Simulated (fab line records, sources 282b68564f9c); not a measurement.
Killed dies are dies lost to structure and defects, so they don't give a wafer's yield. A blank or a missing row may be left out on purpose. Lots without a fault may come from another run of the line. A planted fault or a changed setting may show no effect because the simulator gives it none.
Which tool did it? | flow rit_cmos | 14 lots, 42 wafers sampled, at 2 steps of a route of 202

WHAT THE GAUGES READ, wafer by wafer
The record holds no reading of a measuring or inspecting step that can be judged against a usual standard deviation.

WHICH TOOL RAN EACH LOT (tool, then ch and the chambers of the sampled wafers, then the start)
lot  | RIT_NSD_SOFTBAKE_02              | RIT_M1_PROBE_99
L375 | litho_track-02 ch 0, day 3 04:48 | prober-02, day 3 16:38
L376 | litho_track-02 ch 0, day 3 08:46 | prober-01, day 3 19:43
L378 | litho_track-04 ch 0, day 3 19:46 | prober-01, day 4 06:35
L381 | litho_track-03 ch 0, day 4 11:11 | prober-02, day 4 22:53
L382 | litho_track-02 ch 0, day 4 19:36 | prober-01, day 5 06:46
L383 | litho_track-04 ch 0, day 4 20:38 | prober-02, day 5 10:42
L384 | litho_track-04 ch 0, day 5 07:04 | prober-01, day 5 17:55
L387 | litho_track-03 ch 0, day 5 17:08 | prober-02, day 6 04:26
L389 | litho_track-04 ch 0, day 6 05:29 | prober-02, day 6 18:41
L390 | litho_track-04 ch 0, day 6 14:11 | prober-01, day 7 00:56
L391 | litho_track-02 ch 0, day 6 16:37 | prober-02, day 7 04:24
L392 | litho_track-02 ch 0, day 6 20:14 | prober-01, day 7 07:07
L394 | litho_track-02 ch 0, day 7 07:47 | prober-01, day 7 19:38
L396 | litho_track-03 ch 0, day 7 16:50 | prober-01, day 8 03:33
- RIT_NSD_SOFTBAKE_02: time 60 s.
- RIT_M1_PROBE_99

WHAT THE TOOLS THEMSELVES READ (means of the sampled wafers that have a number; where no wafer has one, the mark that the record gives instead)
RIT_NSD_SOFTBAKE_02. Usual: run_length_s 89.33 s, standard deviation 0.14.
lot  | tool           | run_length_s (s) | flag
L375 | litho_track-02 | 89.57            |
L376 | litho_track-02 | 89.54            |
L378 | litho_track-04 | 89.29            |
L381 | litho_track-03 | 89.34            |
L382 | litho_track-02 | 89.48            |
L383 | litho_track-04 | 89.24            |
L384 | litho_track-04 | 89.25            |
L387 | litho_track-03 | 89.31            |
L389 | litho_track-04 | 89.30            |
L390 | litho_track-04 | 89.18            |
L391 | litho_track-02 | 89.53            |
L392 | litho_track-02 | 92.69            | OFF
L394 | litho_track-02 | 92.66            | OFF
L396 | litho_track-03 | 89.23            |

RIT_M1_PROBE_99. Usual: killed_at_M0_to_M3 0.0, standard deviation 0.12; killed_at_front_end 7.1, standard deviation 3; killed_dies 7.2, standard deviation 3; killed_open 3.7, standard deviation 2; killed_short 3.5, standard deviation 2.
lot  | tool      | killed_at_M0_to_M3 | killed_at_front_end | killed_dies | killed_open | killed_short | flag
L375 | prober-02 | 0.0                | 9.7                 | 9.7         | 6.0         | 3.7          |
L376 | prober-01 | 0.0                | 5.0                 | 5.0         | 3.0         | 2.0          |
L378 | prober-01 | 0.0                | 6.7                 | 6.7         | 4.0         | 2.7          |
L381 | prober-02 | 0.0                | 4.3                 | 4.3         | 1.0         | 3.3          |
L382 | prober-01 | 0.0                | 7.0                 | 7.0         | 4.0         | 3.0          |
L383 | prober-02 | 0.0                | 9.0                 | 9.0         | 4.7         | 4.3          |
L384 | prober-01 | 0.0                | 6.0                 | 6.0         | 2.3         | 3.3          |
L387 | prober-02 | 0.0                | 7.3                 | 7.3         | 3.3         | 4.0          |
L389 | prober-02 | 0.0                | 6.3                 | 6.3         | 4.3         | 2.0          |
L390 | prober-01 | 0.0                | 10.3                | 10.3        | 4.7         | 5.7          |
L391 | prober-02 | 0.0                | 5.7                 | 5.7         | 3.0         | 2.7          |
L392 | prober-01 | 0.0                | 5.7                 | 5.7         | 3.7         | 2.0          |
L394 | prober-01 | 0.0                | 9.0                 | 9.0         | 3.3         | 5.7          |
L396 | prober-01 | 0.3                | 7.3                 | 7.7         | 5.0         | 2.7          |

THE ANSWER, worked out from the rows above alone
Rule: a lot is off if the mean of its wafers that have a number lies more than 3 standard deviations from the usual mean. A lot without any number at a reading at which 4 lots or more have one is off too. The other lots that the step has rows for count as sound. The gauges are gone through in route order, then the tools' own readings, and for those a lot's mean is taken as printed above. The first step at which some lot is off is used, and at that step the reading that is off furthest; a lot without a number counts as furthest.
Off: L392, L394, at RIT_NSD_SOFTBAKE_02 (run_length_s).
A tool fits if, at that step or a process step before it, it ran every lot that is off, and no sound lot after the first of them. One fits: litho_track-02 at RIT_NSD_SOFTBAKE_02. Its last sound lot is L391 (day 6 16:37), its first lot that is off L392 (day 6 20:14): a fault that began between those two fits.
The tool's own readings at RIT_NSD_SOFTBAKE_02 bear it out: on the lots that are off they differ by more than 5 times the standard deviation of the sound lots' means. run_length_s reads 92.67 s there against 89.36 s on the sound lots.

WHAT THE SIMULATOR HAD PUT IN
Process parameter drift: litho_track-02, from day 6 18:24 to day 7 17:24, at RIT_NSD_SOFTBAKE_02. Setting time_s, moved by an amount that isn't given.
Lots struck among those shown: L392, L394. The rule above found the same.
